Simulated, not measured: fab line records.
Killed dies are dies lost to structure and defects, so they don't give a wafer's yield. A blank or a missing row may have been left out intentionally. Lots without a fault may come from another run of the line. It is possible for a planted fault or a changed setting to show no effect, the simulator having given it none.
fab line records	flow berkeleyCmos170
record lots=13	wafers=39	lastDay=12
route steps=331 shown CONTACT@222 V1@258 M2@273
lots that met no fault: taken from a fault-free run of the same line
startH: hours from the record's opening day to when the first of the lot's shown wafers began	waitH: hours since the lot's step before	" as in the row above	L1.1+2: a single row standing in for several wafers	- value missing, or start not given	* or withheld: withheld	< > ~ a bound
route shown NAME@n: names a module that has steps shown in the file, with the first one's number in the route	usual: the fault-free wafers' mean and standard deviation	same: alike in all rows	chamber/n: place in a boat	sites: the reading at each site	_std_site: standard deviation across them	_edge_site: inner sites' mean taken away from outer sites' mean	radiusMm: for every site, how far away it sits from the centre of the wafer	mask NAME#n: copy n	behind: the most recent tool/chamber to have shaped the wafer	hold: why the lot was held/for how many hours/how that ended	device: transistor that didn't switch, given as n, p or np	end of line: tests run on the same wafers once the route is complete	a step given without rows: its recipe and nothing more	killed: dies lost to structure and defects at the first sort, not the wafer's yield	map: shows each die of a wafer: x if killed, . if not, _ if none is there
set.NAME: the setting that was run; set.NAME@STEP: the one run at that earlier step	model.NAME: the simulator's own value behind a step, which no gauge read
one table for each step of the route and one row for each wafer, over a sample of lots
services: the hour from which a tool's chamber was out of use, counted from the record's first day as startH (under 0 if before that day), plus the number of hours and why
## steps
# step UCB170_CONTACT_STRIP_06
# recipe chemistry=O2	powerW=400	pressureMtorr=3500	platenTempC=withheld	o2FlowSccm=400	overashFraction=0.5
# usual drypumpMotorCurrentA=5.7/0.5	oesProductAu=0.734/0.0041	stripTimeToEndpointS=21.95/0.057
lot.wafer	tool	chamber	startH	waitH	drypumpMotorCurrentA	oesProductAu	rfHoursCounterH	stripTimeToEndpointS
L300.4	plasmaAsher-01	0	134.63	0.1	5.1	0.734	-	22.01
L300.5	"	1	"	"	5.5	0.726	-	22.03
L300.6	"	0	"	"	5.1	0.739	-	21.97
L303.2	plasmaAsher-02	1	151.32	0.1	6.5	0.731	35	21.97
L303.5	"	0	"	"	5.8	0.729	-	21.91
L303.6	"	1	"	"	6.5	0.736	-	21.99
L302.1	plasmaAsher-01	0	151.67	0.1	5.1	0.739	46	22.01
L302.4	"	0	"	"	5.1	0.736	-	21.97
L302.6	"	0	"	"	5.1	0.735	-	21.99
L301.1	plasmaAsher-04	0	151.77	0.1	6.3	0.735	3	22.04
L301.2	"	1	"	"	5.3	0.734	3	21.98
L301.6	"	1	"	"	5.3	0.733	-	21.98
L304.1	plasmaAsher-01	0	167.71	0.1	5.1	0.747	48	21.96
L304.2	"	1	"	"	5.5	0.733	48	21.98
L304.6	"	0	"	"	5.1	0.736	-	21.96
L311.1	plasmaAsher-04	1	211.16	0.1	5.3	0.743	9	21.96
L311.5	"	1	"	"	5.3	0.739	-	21.96
L311.6	"	0	"	"	6.3	0.728	-	21.93
L314.1	plasmaAsher-04	0	221.02	0.1	6.3	0.735	10	21.94
L314.4	"	0	"	"	6.3	0.733	-	21.92
L314.5	"	1	"	"	5.3	0.739	-	21.94
L317.3	plasmaAsher-01	0	234.89	0.1	5.1	0.741	-	21.95
L317.4	"	1	"	"	5.6	0.728	-	22.04
L317.5	"	1	"	"	5.5	0.730	-	21.98
L316.2	plasmaAsher-01	0	235.43	0.1	5.1	0.736	55	21.91
L316.5	"	0	"	"	5.1	0.734	-	21.84
L316.6	"	1	"	"	5.5	0.735	-	21.87
L319.1	plasmaAsher-04	0	249.21	0.1	6.3	0.733	14	21.92
L319.2	"	1	"	"	5.3	0.741	14	21.97
L319.5	"	1	"	"	5.3	0.727	-	21.98
L320.2	plasmaAsher-04	0	253.20	0.1	6.3	0.732	15	21.92
L320.3	"	1	"	"	5.3	0.734	-	21.82
L320.6	"	0	"	"	6.3	0.738	-	21.90
L322.1	plasmaAsher-02	1	253.69	0.1	6.6	0.731	45	21.87
L322.3	"	0	"	"	5.8	0.735	-	21.88
L322.4	"	1	"	"	6.5	0.729	-	21.87
L321.3	plasmaAsher-02	0	255.02	0.1	5.8	0.734	-	21.91
L321.4	"	1	"	"	6.5	0.733	-	21.90
L321.5	"	0	"	"	5.8	0.738	-	21.97
# step UCB170_V1_THK_MEAS_04
# recipe reads=SiO2_of_V1_CVD_00
# usual V1_POLISHED_THK=999.8/1.1
lot.wafer	tool	chamber	startH	waitH	V1_POLISHED_THK[nm]
L300.4	filmMetro-03	-	147.68	0.1	1000.6
L300.5	"	-	"	"	1001.5
L300.6	"	-	"	"	998.2
L301.1	filmMetro-03	-	160.23	0.1	997.3
L301.2	"	-	"	"	998.5
L301.6	"	-	"	"	999.5
L303.2	filmMetro-04	-	160.24	0.1	999.8
L303.5	"	-	"	"	1001.5
L303.6	"	-	"	"	999.8
L302.1	filmMetro-01	-	160.53	0.1	998.9
L302.4	"	-	"	"	999.2
L302.6	"	-	"	"	999.4
L304.1	filmMetro-01	-	180.83	0.1	999.1
L304.2	"	-	"	"	1001.3
L304.6	"	-	"	"	1001.2
L311.1	filmMetro-03	-	217.72	0.1	999.9
L311.5	"	-	"	"	999.7
L311.6	"	-	"	"	1000.4
L314.1	filmMetro-01	-	230.53	0.1	999.6
L314.4	"	-	"	"	997.7
L314.5	"	-	"	"	998.4
L317.3	filmMetro-03	-	244.29	0.1	1000.4
L317.4	"	-	"	"	998.2
L317.5	"	-	"	"	999.6
L316.2	filmMetro-04	-	244.58	0.1	999.7
L316.5	"	-	"	"	999.0
L316.6	"	-	"	"	998.5
L319.1	filmMetro-01	-	257.51	0.1	1000.6
L319.2	"	-	"	"	1000.1
L319.5	"	-	"	"	1000.2
L320.2	filmMetro-01	-	264.95	0.1	1003.6
L320.3	"	-	"	"	1001.7
L320.6	"	-	"	"	1001.8
L322.1	filmMetro-04	-	265.24	0.1	1001.5
L322.3	"	-	"	"	999.8
L322.4	"	-	"	"	1001.3
L321.3	filmMetro-01	-	265.26	0.1	1001.6
L321.4	"	-	"	"	1001.2
L321.5	"	-	"	"	1000.2
# step UCB170_V1_ETCH_14
# recipe chemistry=CHF3/CF4/Ar	target=SiO2	stopOn=Al	CHF3_flow_sccm=45	cf4FlowSccm=15	Ar_flow_sccm=150	pressureMtorr=200	rfW=700	targetDepthA=12500	overEtchFrac=0.25	timeS=291
# usual drypumpMotorCurrentA=5.6/0.49	mfcArSccm=150.0/0.45	oesProductAu=0.867/0.011	overEtchFrac=0.25/0	throttleValvePct=7.02/0.13
lot.wafer	tool	chamber	startH	waitH	drypumpMotorCurrentA	mfcArSccm	oesProductAu	overEtchFrac	rfHoursCounterH	throttleValvePct
L300.4	rieDiel-04	3	149.17	0.0	5.0	149.2	0.868	0.25	129	7.00
L300.5	"	3	"	"	5.0	149.7	0.861	0.25	-	7.00
L300.6	"	2	"	"	6.4	150.8	0.862	0.25	-	7.17
L303.2	rieDiel-02	2	161.61	0.0	5.9	150.4	0.874	0.25	26	7.13
L303.5	"	3	"	"	6.0	150.0	0.854	0.25	-	6.97
L303.6	"	2	"	"	5.9	150.2	0.879	0.25	-	7.14
L301.1	rieDiel-04	3	161.72	0.0	5.0	150.0	0.861	0.25	130	6.98
L301.2	"	2	"	"	6.4	150.7	0.871	0.25	123	7.18
L301.6	"	2	"	"	6.4	150.2	0.861	0.25	-	7.18
L302.1	rieDiel-01	1	161.84	0.0	4.8	149.5	0.855	0.25	104	7.14
L302.4	"	2	"	"	5.1	149.3	0.868	0.25	59	7.11
L302.6	"	1	"	"	4.8	150.1	0.851	0.25	-	7.14
L304.1	rieDiel-02	2	182.06	0.0	5.9	149.8	0.888	0.25	27	7.14
L304.2	"	1	"	"	5.9	150.6	0.818	0.38775	100	6.83
L304.6	"	0	"	"	5.7	150.0	0.873	0.25	-	6.84
L311.1	rieDiel-01	1	221.11	0.0	4.8	150.5	0.847	0.25	107	7.14
L311.5	"	0	"	"	5.2	150.1	0.880	0.25	-	7.07
L311.6	"	1	"	"	4.8	151.3	0.851	0.25	-	7.13
L314.1	rieDiel-01	1	231.94	0.0	4.8	150.6	0.849	0.25	107	7.14
L314.4	"	2	"	"	5.2	149.4	0.882	0.25	62	7.10
L314.5	"	0	"	"	5.2	149.9	0.884	0.25	-	7.07
L317.3	rieDiel-04	1	246.11	0.0	4.8	150.3	0.869	0.25	3	7.19
L317.4	"	1	"	"	4.8	150.5	0.863	0.25	-	7.19
L317.5	"	2	"	"	6.4	150.7	0.862	0.25	-	7.17
L316.2	rieDiel-01	0	246.39	0.0	5.2	150.0	0.881	0.25	3	7.07
L316.5	"	3	"	"	6.0	149.5	0.877	0.25	-	7.03
L316.6	"	0	"	"	5.2	149.3	0.879	0.25	-	7.07
L319.1	rieDiel-02	1	259.24	0.0	5.9	150.5	0.876	0.25	104	6.83
L319.2	"	3	"	"	6.0	150.3	0.856	0.25	21	6.96
L319.5	"	3	"	"	6.0	148.7	0.850	0.25	-	6.96
L320.2	rieDiel-04	1	266.52	0.0	4.8	150.5	0.874	0.25	4	7.18
L320.3	"	2	"	"	6.4	150.7	0.867	0.25	127	7.18
L320.6	"	1	"	"	4.8	150.1	0.875	0.25	-	7.19
L322.1	rieDiel-02	2	266.67	0.0	5.9	150.4	0.879	0.25	31	7.14
L322.3	"	3	"	"	6.0	150.6	0.861	0.25	21	6.97
L322.4	"	1	"	"	5.9	149.6	0.875	0.25	104	6.83
L321.3	rieDiel-04	0	266.80	0.0	5.8	150.3	0.881	0.25	5	6.96
L321.4	"	3	"	"	5.0	150.0	0.887	0.25	0	6.99
L321.5	"	2	"	"	6.4	150.0	0.865	0.25	-	7.18
# step UCB170_V1_STRIP_15
# recipe chemistry=O2	powerW=400	pressureMtorr=3500	platenTempC=withheld	o2FlowSccm=400	overashFraction=0.5
# usual drypumpMotorCurrentA=5.9/0.41	oesProductAu=0.721/0.0048	stripTimeToEndpointS=15.31/0.098
lot.wafer	tool	chamber	startH	waitH	drypumpMotorCurrentA	oesProductAu	rfHoursCounterH	stripTimeToEndpointS
L300.4	plasmaAsher-02	1	149.38	0.1	6.5	0.717	-	15.55
L300.5	"	0	"	"	5.8	0.730	-	15.50
L300.6	"	1	"	"	6.5	0.723	-	15.34
L303.2	plasmaAsher-02	1	161.79	0.1	6.5	0.722	36	15.14
L303.5	"	0	"	"	5.8	0.718	-	15.16
L303.6	"	1	"	"	6.5	0.720	-	15.17
L301.1	plasmaAsher-04	0	161.90	0.1	6.3	0.728	5	15.32
L301.2	"	1	"	"	5.3	0.719	5	15.25
L301.6	"	0	"	"	6.3	0.723	-	15.16
L302.1	plasmaAsher-03	1	162.02	0.1	5.5	0.730	47	15.39
L302.4	"	0	"	"	6.0	0.721	-	15.49
L302.6	"	1	"	"	5.5	0.718	-	15.48
L304.1	plasmaAsher-03	1	182.24	0.1	5.5	0.720	48	15.35
L304.2	"	0	"	"	6.0	0.725	48	14.58
L304.6	"	0	"	"	6.0	0.722	-	15.39
L311.1	plasmaAsher-02	0	221.29	0.1	5.8	0.724	42	15.41
L311.5	"	1	"	"	6.5	0.728	-	15.28
L311.6	"	0	"	"	5.8	0.719	-	15.29
L314.1	plasmaAsher-02	1	232.12	0.1	6.5	0.719	43	15.34
L314.4	"	1	"	"	6.5	0.721	-	15.30
L314.5	"	0	"	"	5.8	0.717	-	15.36
L317.3	plasmaAsher-04	1	246.32	0.1	5.3	0.731	-	15.29
L317.4	"	0	"	"	6.3	0.721	-	15.30
L317.5	"	0	"	"	6.3	0.722	-	15.28
L316.2	plasmaAsher-03	0	246.56	0.1	6.0	0.724	55	15.37
L316.5	"	1	"	"	5.5	0.721	-	15.23
L316.6	"	0	"	"	6.0	0.728	-	15.40
L319.1	plasmaAsher-03	0	259.42	0.1	6.0	0.721	58	15.24
L319.2	"	1	"	"	5.5	0.728	58	15.19
L319.5	"	0	"	"	6.0	0.717	-	15.27
L320.2	plasmaAsher-03	1	266.70	0.1	5.5	0.719	58	15.32
L320.3	"	1	"	"	5.5	0.719	-	15.17
L320.6	"	1	"	"	5.5	0.727	-	15.32
L322.1	plasmaAsher-03	0	266.85	0.1	6.0	0.716	59	15.31
L322.3	"	0	"	"	6.0	0.723	-	15.23
L322.4	"	1	"	"	5.5	0.722	-	15.16
L321.3	plasmaAsher-02	0	267.01	0.1	5.8	0.728	-	15.35
L321.4	"	1	"	"	6.5	0.718	-	15.47
L321.5	"	1	"	"	6.5	0.718	-	15.24
# step UCB170_M2_RS_MEAS_02
# recipe thkMeasGauge=four-point-probe	reads=Al_of_M2_SPUTTER_01
# usual M2_AL_RS=0.0322/0.00033
lot.wafer	tool	chamber	startH	waitH	M2_AL_RS[ohm/sq]
L300.4	filmMetro-03	-	149.78	0.1	0.0323
L300.5	"	-	"	"	0.0324
L300.6	"	-	"	"	0.0327
L303.2	filmMetro-02	-	162.18	0.1	0.0322
L303.5	"	-	"	"	0.0323
L303.6	"	-	"	"	0.0322
L301.1	filmMetro-04	-	162.27	0.0	0.0319
L301.2	"	-	"	"	0.0322
L301.6	"	-	"	"	0.0323
L302.1	filmMetro-03	-	162.39	0.0	0.0316
L302.4	"	-	"	"	0.0318
L302.6	"	-	"	"	0.0317
L304.1	filmMetro-03	-	182.61	0.0	0.0324
L304.2	"	-	"	"	0.0325
L304.6	"	-	"	"	0.0323
L311.1	filmMetro-02	-	221.92	0.0	0.0329
L311.5	"	-	"	"	0.0331
L311.6	"	-	"	"	0.0326
L314.1	filmMetro-04	-	232.49	0.0	0.0324
L314.4	"	-	"	"	0.0320
L314.5	"	-	"	"	0.0322
L317.3	filmMetro-02	-	246.70	0.1	0.0322
L317.4	"	-	"	"	0.0319
L317.5	"	-	"	"	0.0322
L316.2	filmMetro-04	-	246.95	0.1	0.0322
L316.5	"	-	"	"	0.0324
L316.6	"	-	"	"	0.0326
L319.1	filmMetro-02	-	259.79	0.0	0.0323
L319.2	"	-	"	"	0.0319
L319.5	"	-	"	"	0.0321
L320.2	filmMetro-02	-	267.09	0.1	0.0325
L320.3	"	-	"	"	0.0323
L320.6	"	-	"	"	0.0323
L322.1	filmMetro-04	-	267.22	0.0	0.0324
L322.3	"	-	"	"	0.0332
L322.4	"	-	"	"	0.0327
L321.3	filmMetro-02	-	267.39	0.1	0.0319
L321.4	"	-	"	"	0.0323
L321.5	"	-	"	"	0.0321
## services
tool	chamber	startH	hours	kind
rieDiel-04	1	115.04	8.9	repair
plasmaAsher-04	0	117.75	-	clean
plasmaAsher-04	1	117.75	-	clean
rieDiel-04	1	132.37	-	clean
rieDiel-04	1	132.37	12.8	scheduledDown
rieDiel-04	1	132.37	12.8	ventCycle
rieDiel-01	0	172.37	-	clean
rieDiel-01	0	172.37	18.6	scheduledDown
rieDiel-01	0	172.37	18.6	ventCycle
rieDiel-01	-	202.67	2.8	pm
rieDiel-04	1	203.93	10.9	repair
rieDiel-02	2	205.21	10.4	repair
plasmaAsher-02	-	206.09	1.5	repair
rieDiel-02	0	227.24	6.7	repair
plasmaAsher-02	-	242.49	5.4	repair
rieDiel-04	3	243.80	-	clean
rieDiel-04	3	243.80	22.7	scheduledDown
rieDiel-04	3	243.80	22.7	ventCycle
plasmaAsher-01	-	248.32	14.6	pm
rieDiel-01	3	250.51	-	clean
rieDiel-04	0	251.48	1.7	repair
## key
firstSign step=UCB170_V1_ETCH_14	reading=overEtchFrac	direction=up	sigmas=99+	usual=0.25	struck=0.38775
effect step=UCB170_V1_ETCH_14	reading=oesProductAu	direction=down	sigmas=4.6	usual=0.867	struck=0.818
effect step=UCB170_V1_STRIP_15	reading=stripTimeToEndpointS	direction=down	sigmas=7.4	usual=*	struck=*
metAt UCB170_V1_ETCH_14
struckLots L304
struckWafers L304.2
notActingAt UCB170_CONTACT_STRIP_06,UCB170_V1_THK_MEAS_04,UCB170_M2_RS_MEAS_02
fault kind=processParameterDrift	tool=rieDiel-02	chamber=1	onsetH=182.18	steps=UCB170_V1_ETCH_14	channel=overEtchFrac	offset=0.13775	shape=step	endH=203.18	actsIn=theseRecipesOnly	stated=0.25
